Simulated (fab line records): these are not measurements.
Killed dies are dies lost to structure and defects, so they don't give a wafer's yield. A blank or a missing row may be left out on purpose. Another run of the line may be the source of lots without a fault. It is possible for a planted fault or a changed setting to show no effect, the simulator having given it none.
Struck lot and sound lot, side by side | flow berkeley cmos170 | 17 steps out of a route of 331
Sound: wafers L149.1, L149.4, L149.5. Struck: wafers L154.1, L154.4, L154.5. The cause is named last.
At each step with rows: each side's tool, then ch and its chambers, then its first start. Under that, the readings that differ: sound wafers | struck wafers | difference of the means | sigmas: that difference in standard deviations of wafers without a fault.
alike: words and numbers the same on both sides, and readings whose means are apart by under 2 such deviations; not compared: readings that were withheld, readings missing a value for some wafer, numbers with overlapping values and no deviation given by the record, and bounds like >300 which may hide the same value.
Wherever a step has rows on one side only, a row that says differs or no value, or a row with sigmas, the two part there. Numbers that don't overlap but have no deviation are shown without sigmas and don't part them. A reading that every wafer of one side lacks parts them only if that side has two wafers or more.

UCB170_CONTACT_STRIP_06: strips in O2.
  sound on plasma asher-04 ch 0,1, day 10 06:37; struck on plasma asher-02 ch 0,1, day 10 22:46
  reading                     | sound       | struck      | difference | sigmas
  drypump motor current A (A) | 5.2 5.5 5.3 | 6.1 6.4 6.4 | +1.0       | +2
  alike: oes product au, strip time to endpoint s
  not compared: rf hours counter h
then, 1 step without rows for these wafers: UCB170_CONTACT_CLEAN_07 (cleans in SPM, time 600 s).
UCB170_CONTACT_RTA_08: time 10 s.
  sound on rtp anneal-02 ch 0, day 10 07:05; struck on rtp anneal-01 ch 0, day 10 23:03
  alike: anneal temp c max, lamp power pct, wafer_temp_C_max
then, 6 steps without rows for these wafers: UCB170_CONTACT_COAT_09; UCB170_CONTACT_COAT_10 (resist thk 900 nm); UCB170_CONTACT_SOFTBAKE_11 (time 60 s); UCB170_CONTACT_EXPOSE_12 (exposes mask CONT, target cd 700 nm); UCB170_CONTACT_PEB_13; UCB170_CONTACT_DEVELOP_14 (develop time 45 s).
UCB170_CONTACT_CD_MEAS_15 targets a cd of 700 nm.
  struck on cd sem-01, day 11 01:02; sound on cd sem-02, day 10 09:23
  alike: cd nm
UCB170_CONTACT_OVL_MEAS_16:
  struck on overlay-02, day 11 01:09; sound on overlay-02, day 10 09:31
  reading          | sound   | struck | difference | sigmas
  CONTACT_OVL (nm) | -4 -9 0 | 9 12 4 | +13        | +2
UCB170_CONTACT_ETCH_17: etches BARC in N2/H2.
  sound on rie diel-01 ch 1,2,3, day 10 09:33; struck on rie diel-01 ch 1,3, day 11 01:11
  alike: bias w, chamber pressure mTorr, drypump motor current A, oes product au, throttle valve pct
UCB170_CONTACT_ETCH_18: etches PSG in CHF3/CF4/Ar, stops on TiSi2, target depth 840 nm, time 195 s.
  sound on rie diel-01 ch 1,2,3, day 10 09:00; struck on rie diel-01 ch 1,3, day 11 01:00
  no value came back on the struck wafers for any of 6 readings (CHF3_flow_sccm (sccm), cf4 flow sccm (sccm) and others); on the sound wafers CHF3_flow_sccm (sccm) reads 45.05 44.82 44.81
  reading                                  | sound             | struck            | difference | sigmas
  model.KrF_of_CONTACT_COAT_10.thk nm (nm) | 687.2 687.8 692.9 | 887.2 886.4 886.6 | +197.4     |
  not compared: rf hours counter h
UCB170_CONTACT_STRIP_19: strips in O2.
  sound on plasma asher-04 ch 1, day 10 09:43; struck on plasma asher-02 ch 0,1, day 11 01:22
  alike: drypump motor current A, oes product au
  not compared: rf hours counter h
UCB170_CONTACT_CD_MEAS_90 targets a cd of 700 nm.
  struck on cd sem-02, day 11 01:28; sound on cd sem-02, day 10 09:49
  reading    | sound             | struck | difference                    | sigmas
  cd nm (nm) | 700.2 700.2 698.5 | - - -  | no value on the struck wafers |
then, 1 step without rows for these wafers: UCB170_CONTACT_CLEAN_20 (cleans in SPM, time 600 s).
UCB170_M3_PROBE_99:
  the record has rows for the struck wafers here (prober-01, day 11 20:12) and none for the sound ones

WHERE THEY PART
First at UCB170_CONTACT_STRIP_06; last, within this record, at UCB170_M3_PROBE_99.

WHY: the cause the simulator had injected
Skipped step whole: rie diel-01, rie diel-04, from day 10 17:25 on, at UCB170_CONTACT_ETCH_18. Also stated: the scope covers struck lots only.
